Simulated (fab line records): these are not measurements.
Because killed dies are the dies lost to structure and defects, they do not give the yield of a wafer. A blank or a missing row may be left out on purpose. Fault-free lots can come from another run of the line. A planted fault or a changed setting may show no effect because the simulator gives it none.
fab line records    flow berkeleyCmos170
record lots=14  wafers=42  lastDay=12
route steps=331 shown ZERO@12 NLDD@165 PLDD@208 M1@250
lots untouched by any fault: they come from a run of this same line in which no faults occurred
startH: start of the lot's first displayed wafer, in hours after the record's first day    waitH: hours elapsed since this lot's preceding step    " unchanged from the row above    L1.1+2: a single row standing in for several wafers    - value missing, or start not given    * or withheld: withheld    < > ~ a bound
route shown NAME@n: a module of which the file shows steps, and the number in the route of the first    usual: mean/standard deviation of fault-free wafers    same: alike in all rows    chamber/n: place in a boat    sites: each site's reading    _std_site: standard deviation of those values    _edge_site: outer sites' mean less inner sites'    radiusMm: for every site, how far away it sits from the centre of the wafer    mask NAME#n: copy n    behind: the tool/chamber that last shaped the wafer    hold: reason for holding the lot/hours on hold/outcome of the hold    device: the n, p or np transistor that did not switch    end of line: the tests these same wafers got at the end of their route    where a step has no rows: the recipe by itself    killed: the dies lost at the first sort to structure and to defects; this is not the yield of the wafer    map: dies across one wafer; x = killed, . = not, _ = none there
set.NAME: the setting the step ran with; set.NAME@STEP: the setting that earlier step ran with    model.NAME: the simulator's own value behind a step, which no gauge read
the route's steps for a sample of lots (tables are steps, rows are wafers)
services: the hour from which a tool's chamber was out of use, counted from the record's first day as startH (under 0 if before that day), plus the number of hours and why
## steps
# step UCB170_ZERO_ETCH_06
# recipe chemistry=CHF3/CF4/Ar  target=SiO2  timeS=12  pressureMtorr=100  rfW=500  CHF3_flow_sccm=50  cf4FlowSccm=10  Ar_flow_sccm=120  overEtchFrac=1.58
# usual CHF3_flow_sccm=50.00/0.14  drypumpMotorCurrentA=5.9/0.45  oesProductAu=0.617/0.0064  rfFwdPowerW=490/3  throttleValvePct=9.32/0.12
# same overEtchFrac=1.58
lot.wafer  tool        chamber  startH  waitH  CHF3_flow_sccm  drypumpMotorCurrentA  oesProductAu  rfFwdPowerW  rfHoursCounterH  throttleValvePct
L246.2     rieDiel-03  1        20.55   -      49.87           6.1                   0.618         492          66               9.15
L246.4     "           2        "       "      50.15           5.2                   0.618         488          158              9.46
L246.6     "           3        "       "      49.95           6.5                   0.627         494          -                9.42
L247.2     rieDiel-03  3        23.27   -      50.16           6.5                   0.621         491          91               9.43
L247.3     "           1        "       "      50.07           6.1                   0.620         494          66               9.15
L247.5     "           2        "       "      49.97           5.2                   0.618         487          -                9.47
L249.2     rieDiel-03  1        31.88   -      50.02           6.1                   0.627         492          66               9.14
L249.4     "           2        "       "      50.26           5.2                   0.620         489          158              9.48
L249.6     "           2        "       "      49.97           5.2                   0.614         488          -                9.46
L250.1     rieDiel-03  3        37.77   -      50.03           6.5                   0.626         491          92               9.43
L250.2     "           2        "       "      49.96           5.2                   0.615         490          159              9.47
L250.3     "           0        "       "      49.95           6.3                   0.613         489          118              9.32
L251.1     rieDiel-02  1        43.55   -      49.90           5.4                   0.606         488          175              9.35
L251.2     "           2        "       "      50.04           5.9                   0.613         485          50               9.46
L251.5     "           1        "       "      50.07           5.4                   0.619         490          -                9.35
L252.1     rieDiel-02  0        46.97   -      50.02           5.4                   0.620         486          151              9.43
L252.4     "           1        "       "      50.16           5.4                   0.611         489          -                9.34
L252.5     "           0        "       "      50.19           5.4                   0.621         488          -                9.42
L254.1     rieDiel-02  3        60.18   -      50.00           5.9                   0.608         489          0                9.30
L254.4     "           0        "       "      49.87           5.4                   0.614         487          -                9.41
L254.6     "           3        "       "      50.12           5.9                   0.608         491          -                9.31
L255.1     rieDiel-01  3        66.62   -      50.16           5.4                   0.626         495          99               9.32
L255.3     "           1        "       "      49.92           6.2                   0.619         486          7                9.11
L255.5     "           2        "       "      50.10           6.6                   0.623         493          -                9.15
L258.1     rieDiel-02  0        76.88   -      49.96           5.4                   0.608         489          153              9.42
L258.2     "           2        "       "      49.85           5.8                   0.618         491          52               9.45
L258.5     "           2        "       "      49.99           5.8                   0.606         490          -                9.45
L259.1     rieDiel-01  2        86.88   -      49.94           6.6                   0.622         494          148              9.15
L259.3     "           1        "       "      49.99           6.2                   0.618         489          7                9.11
L259.4     "           0        "       "      49.96           5.8                   0.617         488          143              9.18
L263.2     rieDiel-03  3        101.91  -      50.02           6.5                   0.623         489          95               9.40
L263.3     "           1        "       "      50.07           6.1                   0.619         494          70               9.14
L263.6     "           1        "       "      49.66           6.1                   0.617         492          -                9.15
L265.2     rieDiel-03  1        114.45  -      49.99           6.1                   0.622         491          70               9.13
L265.3     "           0        "       "      49.85           6.3                   0.622         490          122              9.31
L265.6     "           1        "       "      50.38           6.1                   0.622         495          -                9.14
L268.2     rieDiel-01  3        131.69  -      50.10           5.3                   0.629         489          102              9.31
L268.3     "           1        "       "      49.97           6.2                   0.615         487          9                9.09
L268.4     "           2        "       "      49.83           6.6                   0.624         497          150              9.17
L269.3     rieDiel-03  2        134.28  -      50.44           5.2                   0.606         486          0                9.47
L269.4     "           0        "       "      49.98           6.2                   0.621         490          123              9.33
L269.5     "           2        "       "      50.08           5.2                   0.602         485          -                9.47
# step UCB170_NLDD_OVL_MEAS_07
# usual NLDD_OVL=-3/5.1
lot.wafer  tool        chamber  startH  waitH  NLDD_OVL[nm]
L246.2     overlay-02  -        123.01  0.1    2
L246.4     "           -        "       "      -6
L246.6     "           -        "       "      3
L247.2     overlay-02  -        124.34  0.1    -4
L247.3     "           -        "       "      -1
L247.5     "           -        "       "      -7
L250.1     overlay-02  -        138.63  0.1    5
L250.2     "           -        "       "      -3
L250.3     "           -        "       "      3
L249.2     overlay-02  -        138.89  0.1    7
L249.4     "           -        "       "      4
L249.6     "           -        "       "      7
L251.1     overlay-02  -        152.12  0.1    7
L251.2     "           -        "       "      0
L251.5     "           -        "       "      10
L252.1     overlay-02  -        152.81  0.1    -6
L252.4     "           -        "       "      -10
L252.5     "           -        "       "      -7
L254.1     overlay-02  -        177.98  0.1    0
L254.4     "           -        "       "      0
L254.6     "           -        "       "      -1
L255.1     overlay-02  -        178.46  0.1    -15
L255.3     "           -        "       "      -12
L255.5     "           -        "       "      -10
L258.1     overlay-02  -        186.69  0.1    -7
L258.2     "           -        "       "      -9
L258.5     "           -        "       "      -8
L259.1     overlay-02  -        194.99  0.1    -10
L259.3     "           -        "       "      -6
L259.4     "           -        "       "      -2
L263.2     overlay-01  -        213.34  0.1    -11
L263.3     "           -        "       "      -4
L263.6     "           -        "       "      -8
L265.2     overlay-01  -        229.25  0.1    5
L265.3     "           -        "       "      -3
L265.6     "           -        "       "      5
L268.2     overlay-02  -        238.60  0.1    -2
L268.3     "           -        "       "      -7
L268.4     "           -        "       "      -3
L269.3     overlay-02  -        254.05  0.1    -2
L269.4     "           -        "       "      -1
L269.5     "           -        "       "      -4
# step UCB170_SDANNEAL_RS_MEAS_04
# recipe thkMeasGauge=four-point-probe
# usual PLDD_RS=1031.6/2.9
lot.wafer  tool          chamber  startH  waitH  PLDD_RS[ohm/sq]
L246.2     filmMetro-03  -        132.48  0.1    1037.6
L246.4     "             -        "       "      1034.7
L246.6     "             -        "       "      1037.3
L247.2     filmMetro-03  -        135.95  0.1    1033.0
L247.3     "             -        "       "      1033.6
L247.5     "             -        "       "      1034.5
L250.1     filmMetro-01  -        150.00  0.1    1029.3
L250.2     "             -        "       "      1030.2
L250.3     "             -        "       "      1030.4
L249.2     filmMetro-04  -        150.23  0.1    1030.0
L249.4     "             -        "       "      1030.2
L249.6     "             -        "       "      1030.3
L251.1     filmMetro-03  -        162.49  0.1    1038.2
L251.2     "             -        "       "      1034.1
L251.5     "             -        "       "      1033.0
L252.1     filmMetro-04  -        162.66  0.1    1031.0
L252.4     "             -        "       "      1035.4
L252.5     "             -        "       "      1032.5
L254.1     filmMetro-03  -        188.33  0.1    1033.6
L254.4     "             -        "       "      1033.7
L254.6     "             -        "       "      1033.9
L255.1     filmMetro-04  -        188.53  0.1    1028.1
L255.3     "             -        "       "      1029.1
L255.5     "             -        "       "      1030.0
L258.1     filmMetro-03  -        196.75  0.1    1030.8
L258.2     "             -        "       "      1030.6
L258.5     "             -        "       "      1027.6
L259.1     filmMetro-01  -        206.09  0.1    1036.4
L259.3     "             -        "       "      1033.9
L259.4     "             -        "       "      1032.2
L263.2     filmMetro-04  -        226.68  0.1    1031.9
L263.3     "             -        "       "      1032.3
L263.6     "             -        "       "      1030.1
L265.2     filmMetro-04  -        241.05  0.1    1033.3
L265.3     "             -        "       "      1033.5
L265.6     "             -        "       "      1031.2
L268.2     filmMetro-01  -        251.15  0.1    1030.9
L268.3     "             -        "       "      1032.6
L268.4     "             -        "       "      1032.6
L269.3     filmMetro-04  -        264.46  0.1    1028.0
L269.4     "             -        "       "      1026.0
L269.5     "             -        "       "      1025.5
# step UCB170_M1_METAL_ETCH_12
# recipe chemistry=Cl2/BCl3  target=Al  stopOn=PSG  pressureMtorr=12  targetDepthA=7800  overEtchFrac=0.3  timeS=130  icpW=600  biasW=120  Cl2_flow_sccm=90  bcl3FlowSccm=45
# usual drypumpMotorCurrentA=5.8/0.51  oesProductAu=0.852/0.013  rfFwdPowerW=596.4/2  runLengthS=158.4/0.81  throttleValvePct=24.40/0.068
# same overEtchFrac=0.3
lot.wafer  tool         chamber  startH  waitH  drypumpMotorCurrentA  oesProductAu  rfFwdPowerW  rfHoursCounterH  runLengthS  throttleValvePct
L246.2     rieMetal-03  1        141.27  -      5.1                   0.871         597.3        5.0              158.6       24.32
L246.4     "            0        "       "      6.4                   0.844         596.6        -                158.5       24.48
L246.6     "            1        "       "      5.1                   0.858         598.3        -                158.7       24.32
L247.2     rieMetal-03  1        142.91  -      5.1                   0.865         598.4        5.1              158.6       24.34
L247.3     "            0        "       "      6.4                   0.835         599.3        -                158.3       24.48
L247.5     "            0        "       "      6.4                   0.832         597.3        -                158.9       24.49
L250.1     rieMetal-03  0        158.13  -      6.4                   0.836         598.7        1.2              158.3       24.49
L250.2     "            0        "       "      6.4                   0.844         596.7        -                158.7       24.48
L250.3     "            0        "       "      6.4                   0.839         599.5        -                158.7       24.48
L249.2     rieMetal-04  1        159.66  -      5.5                   0.838         593.8        3.0              158.6       24.44
L249.4     "            0        "       "      5.8                   0.859         596.0        -                157.6       24.34
L249.6     "            0        "       "      5.8                   0.871         596.8        -                157.6       24.34
L251.1     rieMetal-01  0        171.62  -      5.3                   0.838         595.6        7.0              158.0       24.37
L251.2     "            1        "       "      6.4                   0.856         595.0        5.7              157.4       24.45
L251.5     "            0        "       "      5.3                   0.850         597.5        -                158.3       24.38
L252.1     rieMetal-03  1        172.00  -      5.1                   0.861         599.1        5.5              158.6       24.33
L252.4     "            0        "       "      6.4                   0.840         592.7        -                158.9       24.50
L252.5     "            0        "       "      6.4                   0.847         595.8        -                158.2       24.51
L255.1     rieMetal-01  1        196.79  -      6.4                   0.843         595.3        6.2              160.7       24.44
L255.3     "            0        "       "      5.3                   0.833         598.1        -                161.0       24.37
L255.5     "            0        "       "      5.3                   0.839         598.4        -                160.8       24.36
L254.1     rieMetal-03  1        197.06  -      5.1                   0.866         597.7        5.8              158.8       24.32
L254.4     "            0        "       "      6.4                   0.838         598.3        -                158.9       24.48
L254.6     "            1        "       "      5.1                   0.867         598.2        -                158.9       24.33
L258.1     rieMetal-01  0        205.03  -      5.3                   0.844         596.2        7.7              158.1       24.38
L258.2     "            1        "       "      6.5                   0.867         593.0        6.4              157.3       24.42
L258.5     "            0        "       "      5.3                   0.840         596.4        -                158.0       24.37
L259.1     rieMetal-03  0        215.72  -      6.4                   0.967         -            2.9              131.3       24.44
L259.3     "            1        "       "      5.1                   1.019         -            -                131.3       24.25
L259.4     "            0        "       "      6.4                   0.979         -            -                130.9       24.43
L263.2     rieMetal-03  1        233.02  -      5.1                   1.015         -            6.8              131.4       24.26
L263.3     "            1        "       "      5.1                   1.011         -            -                131.1       24.23
L263.6     "            1        "       "      5.1                   1.020         -            -                131.1       24.26
L265.2     rieMetal-04  1        248.09  -      5.5                   0.848         596.7        5.0              158.7       24.45
L265.3     "            0        "       "      5.8                   0.867         596.4        -                157.3       24.33
L265.6     "            0        "       "      5.8                   0.873         598.1        -                157.3       24.32
L268.2     rieMetal-04  0        258.31  -      5.8                   0.866         596.4        3.9              157.5       24.32
L268.3     "            0        "       "      5.8                   0.868         595.8        -                157.2       24.32
L268.4     "            1        "       "      5.5                   0.842         594.7        -                159.0       24.46
L269.3     rieMetal-04  0        273.14  -      5.8                   0.863         594.0        -                157.3       24.35
L269.4     "            1        "       "      5.5                   0.832         596.0        -                158.9       24.44
L269.5     "            0        "       "      5.8                   0.867         594.3        -                157.3       24.34
# step UCB170_M1_CD_MEAS_90
# recipe targetCdNm=700
# usual cdNm=701.1/2.1
lot.wafer  tool      chamber  startH  waitH  cdNm
L246.2     cdSem-01  -        141.52  0.1    703.6
L246.4     "         -        "       "      701.4
L246.6     "         -        "       "      704.7
L247.2     cdSem-02  -        143.16  0.1    702.5
L247.3     "         -        "       "      701.7
L247.5     "         -        "       "      701.9
L250.1     cdSem-01  -        158.49  0.1    703.8
L250.2     "         -        "       "      702.4
L250.3     "         -        "       "      702.0
L249.2     cdSem-02  -        159.92  0.1    700.6
L249.4     "         -        "       "      699.1
L249.6     "         -        "       "      704.5
L251.1     cdSem-02  -        171.87  0.1    698.8
L251.2     "         -        "       "      698.5
L251.5     "         -        "       "      699.2
L252.1     cdSem-02  -        172.23  0.1    700.7
L252.4     "         -        "       "      703.1
L252.5     "         -        "       "      700.3
L255.1     cdSem-02  -        197.07  0.1    705.5
L255.3     "         -        "       "      703.0
L255.5     "         -        "       "      700.1
L254.1     cdSem-02  -        197.30  0.1    702.4
L254.4     "         -        "       "      702.0
L254.6     "         -        "       "      701.2
L258.1     cdSem-02  -        205.27  0.1    703.2
L258.2     "         -        "       "      703.0
L258.5     "         -        "       "      702.4
L259.1     cdSem-02  -        215.96  0.1    708.4
L259.3     "         -        "       "      707.6
L259.4     "         -        "       "      707.5
L263.2     cdSem-02  -        233.28  0.1    710.7
L263.3     "         -        "       "      708.1
L263.6     "         -        "       "      709.8
L265.2     cdSem-02  -        248.34  0.1    699.2
L265.3     "         -        "       "      700.3
L265.6     "         -        "       "      701.6
L268.2     cdSem-02  -        258.57  0.1    702.2
L268.3     "         -        "       "      703.2
L268.4     "         -        "       "      699.0
L269.3     cdSem-02  -        273.42  0.1    702.2
L269.4     "         -        "       "      699.3
L269.5     "         -        "       "      700.5
## services
tool         chamber  startH  hours  kind
rieDiel-02   2        18.20   6.9    repair
rieDiel-02   0        21.56   6.4    repair
rieMetal-03  -        38.54   1.4    pm
rieDiel-02   -        61.18   2.0    repair
rieMetal-03  0        77.30   -      clean
rieMetal-03  0        77.30   29.5   scheduledDown
rieMetal-03  0        77.30   29.5   ventCycle
rieDiel-02   2        101.81  34.6   repair
rieDiel-03   2        108.76  -      clean
rieDiel-03   2        108.76  17.3   scheduledDown
rieMetal-01  -        124.44  0.1    repair
rieMetal-04  0        124.49  1.3    repair
rieDiel-03   -        130.47  2.8    pm
rieDiel-01   1        146.10  6.0    repair
rieDiel-03   2        149.59  6.0    repair
rieMetal-03  1        154.25  5.5    repair
rieMetal-04  1        182.24  6.2    repair
rieDiel-02   1        184.23  4.2    repair
rieDiel-01   0        202.50  2.2    repair
rieMetal-01  -        213.99  4.3    pm
rieDiel-03   1        219.76  10.5   repair
rieMetal-03  -        235.01  0.4    repair
rieMetal-03  -        241.07  0.5    repair
rieDiel-03   0        249.85  11.0   repair
## key
firstSign step=UCB170_M1_METAL_ETCH_12  reading=runLengthS  direction=down  sigmas=34  usual=*  struck=*
effect step=UCB170_M1_METAL_ETCH_12  reading=oesProductAu  direction=up  sigmas=12  usual=0.852  struck=1.002
effect step=UCB170_M1_CD_MEAS_90  reading=cdNm  direction=up  sigmas=3.6  usual=701.1  struck=708.7
metAt UCB170_M1_METAL_ETCH_12
struckLots L259,L263
laterRowsLeftOut L259.4
sortLeftOut L259.1,L259.3,L259.4,L263.2,L263.3,L263.6
notActingAt UCB170_ZERO_ETCH_06,UCB170_NLDD_OVL_MEAS_07,UCB170_SDANNEAL_RS_MEAS_04
onsetBetween 197.06 215.72
fault kind=processParameterDrift  tool=rieMetal-03  chamber=-  onsetH=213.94  steps=UCB170_M1_METAL_ETCH_12  channel=timeS  offset=*  shape=step  endH=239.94  actsIn=*  stated=*
# sortLeftOut: the simulated sort isn't trusted on such a fault, so these wafers' sort isn't shown, and their yield isn't known
# laterRowsLeftOut: the simulator's readings of these wafers behind a module that went badly wrong aren't trusted and aren't shown, but for the sort
